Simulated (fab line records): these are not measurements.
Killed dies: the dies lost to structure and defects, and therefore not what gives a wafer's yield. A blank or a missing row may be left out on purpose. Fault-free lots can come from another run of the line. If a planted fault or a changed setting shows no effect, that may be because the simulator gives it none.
fab line records -- flow rit-cmos -- part 2 of 2: steps 29 to 39 of 39
record lots=5, wafers=15, last-day=7
route steps=202 shown GATE@84 REOX@98 NLDD@103 PLDD@114
lots with no fault: from the same line, run without faults
start-h: the number of hours between the record's first day and the start of the first shown wafer of the lot -- wait-h: how many hours have passed since the lot's step before this one -- " as in the row above -- L1.1+2: a row that stands for several wafers -- - value missing, or start not given -- * or withheld: withheld -- < > ~ a bound
route shown NAME@n: a module of which the file shows steps, and the number in the route of the first -- usual: average and standard deviation across the fault-free wafers -- same: alike in all rows -- chamber/n: place in a boat -- sites: each site's reading -- _std_site: standard deviation of those values -- _edge_site: inner sites' mean taken away from outer sites' mean -- radius-mm: how far each site lies from the wafer's centre -- mask NAME#n: copy n -- behind: tool/chamber where the wafer was last shaped -- hold: what put the lot on hold/how long, in hours/how the hold closed -- device: which transistor (n, p or np) failed to switch -- end of line: the same wafers' tests at the end of the route -- for a step that has no rows: nothing shown but its recipe -- killed: the dies lost at the first sort to structure and to defects; this is not the yield of the wafer -- map: a wafer's dies, marking killed ones x, the rest . and places with no die _
set.NAME: the setting the step ran with; set.NAME@STEP: the setting that earlier step ran with -- model.NAME: the simulator's own value behind a step, which no gauge read
a table for each step, a row for each wafer; lots at some steps of the route
services: the hour from which a tool's chamber was out of use, counted from the record's first day as start-h (under 0 if before that day), plus the number of hours and why
## steps
# step RIT_NLDD_STRIP_09
# recipe chemistry=O2, time-s=180, resist=NOVOLAK, platen-temp-c=withheld, power-w=500, pressure-mtorr=4000, o2-flow-sccm=4000
# usual drypump-motor-current-A=6.0/0.31
# same time-s=180
lot.wafer,tool,chamber,start-h,wait-h,drypump-motor-current-A,rf-hours-counter-h
L076.1,plasma-asher-02,0,61.06,0.1,5.8,44
L076.2,plasma-asher-02,1,61.06,0.1,5.9,44
L076.6,plasma-asher-02,0,61.06,0.1,5.8,-
L082.1,plasma-asher-02,1,93.75,0.1,5.9,46
L082.4,plasma-asher-02,0,93.75,0.1,5.8,-
L082.5,plasma-asher-02,0,93.75,0.1,5.8,-
L089.1,plasma-asher-02,1,124.51,0.1,5.9,51
L089.2,plasma-asher-02,0,124.51,0.1,5.8,51
L089.3,plasma-asher-02,1,124.51,0.1,5.9,-
L090.3,plasma-asher-02,1,131.15,0.1,5.9,-
L090.5,plasma-asher-02,0,131.15,0.1,5.8,-
L090.6,plasma-asher-02,1,131.15,0.1,5.9,-
L093.4,plasma-asher-02,1,140.74,0.1,5.9,-
L093.5,plasma-asher-02,0,140.74,0.1,5.8,-
L093.6,plasma-asher-02,1,140.74,0.1,6.0,-
# step RIT_NLDD_TW_MEAS_10
# usual NLDD_TW=2472/12
lot.wafer,tool,chamber,start-h,wait-h,NLDD_TW
L076.1,film-metro-04,-,61.23,0.1,2446
L076.2,film-metro-04,-,61.23,0.1,2456
L076.6,film-metro-04,-,61.23,0.1,2455
L082.1,film-metro-01,-,93.93,0.1,2502
L082.4,film-metro-01,-,93.93,0.1,2498
L082.5,film-metro-01,-,93.93,0.1,2498
L089.1,film-metro-01,-,124.68,0.1,2484
L089.2,film-metro-01,-,124.68,0.1,2486
L089.3,film-metro-01,-,124.68,0.1,2495
L090.3,film-metro-03,-,131.29,0.1,2466
L090.5,film-metro-03,-,131.29,0.1,2461
L090.6,film-metro-03,-,131.29,0.1,2450
L093.4,film-metro-04,-,140.89,0.1,2476
L093.5,film-metro-04,-,140.89,0.1,2479
L093.6,film-metro-04,-,140.89,0.1,2462
# step RIT_PLDD_HMDS_00
# recipe prime-time-s=60, prime-temp-c=140
# usual resist-line-temp-C=23.01/0.11
lot.wafer,tool,chamber,start-h,wait-h,resist-line-temp-C
L076.1,litho-track-02,0,61.29,0.1,23.15
L076.2,litho-track-02,0,61.29,0.1,23.17
L076.6,litho-track-02,0,61.29,0.1,23.22
L082.1,litho-track-01,0,93.99,0.1,22.85
L082.4,litho-track-01,0,93.99,0.1,22.74
L082.5,litho-track-01,0,93.99,0.1,22.86
L089.1,litho-track-02,0,124.74,0.1,23.03
L089.2,litho-track-02,0,124.74,0.1,22.98
L089.3,litho-track-02,0,124.74,0.1,23.06
L090.3,litho-track-02,0,131.38,0.1,22.99
L090.5,litho-track-02,0,131.38,0.1,23.07
L090.6,litho-track-02,0,131.38,0.1,22.98
L093.4,litho-track-02,0,141.07,0.2,22.97
L093.5,litho-track-02,0,141.07,0.2,22.96
L093.6,litho-track-02,0,141.07,0.2,23.10
# step RIT_PLDD_COAT_01
# recipe resist=NOVOLAK, spin-rpm=3250, resist-thk-nm=1012
# usual resist-line-temp-C=23.00/0.11
lot.wafer,tool,chamber,start-h,wait-h,resist-line-temp-C
L076.1,litho-track-02,0,61.44,0.1,22.87
L076.2,litho-track-02,0,61.44,0.1,23.01
L076.6,litho-track-02,0,61.44,0.1,23.02
L082.1,litho-track-01,0,94.14,0.1,22.95
L082.4,litho-track-01,0,94.14,0.1,23.06
L082.5,litho-track-01,0,94.14,0.1,22.99
L089.1,litho-track-02,0,124.89,0.1,23.04
L089.2,litho-track-02,0,124.89,0.1,22.93
L089.3,litho-track-02,0,124.89,0.1,23.20
L090.3,litho-track-02,0,131.53,0.1,23.00
L090.5,litho-track-02,0,131.53,0.1,22.77
L090.6,litho-track-02,0,131.53,0.1,23.05
L093.4,litho-track-02,0,141.22,0.1,22.94
L093.5,litho-track-02,0,141.22,0.1,22.94
L093.6,litho-track-02,0,141.22,0.1,23.11
# step RIT_PLDD_SOFTBAKE_02
# recipe resist=NOVOLAK, temp-c=90, time-s=60
# usual resist-line-temp-C=23.01/0.11
# same time-s=60
lot.wafer,tool,chamber,start-h,wait-h,resist-line-temp-C
L076.1,litho-track-02,0,61.59,0.1,23.10
L076.2,litho-track-02,0,61.59,0.1,23.10
L076.6,litho-track-02,0,61.59,0.1,23.11
L082.1,litho-track-01,0,94.29,0.1,23.05
L082.4,litho-track-01,0,94.29,0.1,22.95
L082.5,litho-track-01,0,94.29,0.1,22.95
L089.1,litho-track-02,0,125.04,0.1,22.89
L089.2,litho-track-02,0,125.04,0.1,22.95
L089.3,litho-track-02,0,125.04,0.1,23.05
L090.3,litho-track-02,0,131.68,0.1,23.19
L090.5,litho-track-02,0,131.68,0.1,23.17
L090.6,litho-track-02,0,131.68,0.1,23.23
L093.4,litho-track-02,0,141.37,0.1,23.18
L093.5,litho-track-02,0,141.37,0.1,23.07
L093.6,litho-track-02,0,141.37,0.1,23.14
# step RIT_PLDD_EXPOSE_03
# recipe mask-id=M8, na=0.57, target-cd-nm=40900, dose-mj=250
lot.wafer,tool,chamber,start-h,wait-h,mask
L076.1+2+6,iline-stepper-01,0,61.87,0.2,M8#0
L082.1+4+5,iline-stepper-01,0,94.56,0.2,M8#0
L089.1+2+3,iline-stepper-01,0,125.19,0.1,M8#0
L090.3+5+6,iline-stepper-01,0,131.82,0.1,M8#0
L093.4+5+6,iline-stepper-01,0,141.51,0.1,M8#0
# step RIT_PLDD_PEB_04
# recipe resist=NOVOLAK, temp-c=withheld, time-s=withheld
# usual resist-line-temp-C=*
lot.wafer,tool,chamber,start-h,wait-h,resist-line-temp-C
L076.1,litho-track-02,0,62.03,0.1,*
L076.2,litho-track-02,0,62.03,0.1,*
L076.6,litho-track-02,0,62.03,0.1,*
L082.1,litho-track-01,0,94.68,0.1,*
L082.4,litho-track-01,0,94.68,0.1,*
L082.5,litho-track-01,0,94.68,0.1,*
L089.1,litho-track-02,0,125.31,0.1,*
L089.2,litho-track-02,0,125.31,0.1,*
L089.3,litho-track-02,0,125.31,0.1,*
L090.3,litho-track-02,0,131.95,0.1,*
L090.5,litho-track-02,0,131.95,0.1,*
L090.6,litho-track-02,0,131.95,0.1,*
L093.4,litho-track-01,0,141.64,0.1,*
L093.5,litho-track-01,0,141.64,0.1,*
L093.6,litho-track-01,0,141.64,0.1,*
# step RIT_PLDD_DEVELOP_05
# recipe resist=NOVOLAK, develop-time-s=50, dev-temp-c=23
# usual resist-line-temp-C=23.00/0.11
lot.wafer,tool,chamber,start-h,wait-h,resist-line-temp-C
L076.1,litho-track-02,0,-,-,23.17
L076.2,litho-track-02,0,-,-,22.86
L076.6,litho-track-02,0,-,-,23.05
L082.1,litho-track-01,0,-,-,22.95
L082.4,litho-track-01,0,-,-,22.97
L082.5,litho-track-01,0,-,-,23.15
L089.1,litho-track-02,0,-,-,22.95
L089.2,litho-track-02,0,-,-,22.98
L089.3,litho-track-02,0,-,-,22.97
L090.3,litho-track-02,0,-,-,23.04
L090.5,litho-track-02,0,-,-,22.89
L090.6,litho-track-02,0,-,-,23.00
L093.4,litho-track-01,0,-,-,23.00
L093.5,litho-track-01,0,-,-,23.06
L093.6,litho-track-01,0,-,-,22.98
# step RIT_PLDD_OVL_MEAS_06
# usual PLDD_OVL=0.4/1.3
lot.wafer,tool,chamber,start-h,wait-h,PLDD_OVL[nm]
L076.1,overlay-01,-,62.31,-,1.8
L076.2,overlay-01,-,62.31,-,1.4
L076.6,overlay-01,-,62.31,-,2.8
L082.1,overlay-02,-,94.96,-,0.5
L082.4,overlay-02,-,94.96,-,0.7
L082.5,overlay-02,-,94.96,-,1.0
L089.1,overlay-01,-,125.59,-,2.9
L089.2,overlay-01,-,125.59,-,1.4
L089.3,overlay-01,-,125.59,-,3.6
L090.3,overlay-02,-,132.19,-,-0.9
L090.5,overlay-02,-,132.19,-,-0.7
L090.6,overlay-02,-,132.19,-,-0.1
L093.4,overlay-01,-,141.87,-,0.6
L093.5,overlay-01,-,141.87,-,0.9
L093.6,overlay-01,-,141.87,-,0.0
# step RIT_PLDD_HARDBAKE_07
# recipe resist=NOVOLAK, temp-c=140, time-s=60
# usual resist-line-temp-C=22.98/0.11
# same time-s=60
lot.wafer,tool,chamber,start-h,wait-h,resist-line-temp-C
L076.1,litho-track-04,0,62.34,0.0,23.07
L076.2,litho-track-04,0,62.34,0.0,22.88
L076.6,litho-track-04,0,62.34,0.0,23.08
L082.1,litho-track-01,0,95.00,0.0,23.09
L082.4,litho-track-01,0,95.00,0.0,22.94
L082.5,litho-track-01,0,95.00,0.0,23.06
L089.1,litho-track-04,0,125.63,0.0,22.89
L089.2,litho-track-04,0,125.63,0.0,23.00
L089.3,litho-track-04,0,125.63,0.0,23.07
L090.3,litho-track-04,0,132.27,0.1,22.94
L090.5,litho-track-04,0,132.27,0.1,22.93
L090.6,litho-track-04,0,132.27,0.1,22.96
L093.4,litho-track-04,0,141.96,0.1,23.11
L093.5,litho-track-04,0,141.96,0.1,23.16
L093.6,litho-track-04,0,141.96,0.1,23.11
# step RIT_PLDD_IMPLANT_08
# recipe species=BF2, energy-kev=20, dose-cm2=9e+14, tilt-deg=7
lot.wafer,tool,chamber,start-h,wait-h
L076.1+2+6,implanter-03,0,62.49,0.1
L082.1+4+5,implanter-02,0,95.15,0.1
L089.1+2+3,implanter-04,0,125.78,0.1
L090.3+5+6,implanter-03,0,132.42,0.1
L093.4+5+6,implanter-04,0,142.11,0.1
## services
tool,chamber,start-h,hours,kind
implanter-01,-,32.45,2.3,repair
wet-bench-01,-,33.45,5.7,repair
furnace-01,-,40.68,5.1,pm
furnace-03,-,47.15,21.5,pm
iline-stepper-02,-,49.40,1.7,pm
iline-stepper-01,-,53.14,1.7,pm
implanter-04,-,63.54,1.4,repair
rie-si-02,0,67.17,8.1,repair
rie-si-01,-,69.51,3.8,repair
plasma-asher-02,-,72.58,11.4,pm
implanter-03,-,78.52,5.1,repair
implanter-04,-,79.59,1.8,repair
rie-si-02,0,84.39,-,clean
rie-si-02,0,84.39,15.2,scheduled-down
rie-si-02,0,84.39,15.2,vent-cycle
plasma-asher-01,-,108.75,9.0,pm
plasma-asher-01,0,108.75,9.0,vent-cycle
plasma-asher-01,1,108.75,9.0,vent-cycle
iline-stepper-02,-,114.79,28.9,pm
plasma-asher-01,0,117.75,-,clean
plasma-asher-01,1,117.75,-,clean
implanter-03,-,121.64,3.7,repair
lpcvd-02,-,121.74,6.1,pm
implanter-03,-,134.88,18.7,repair
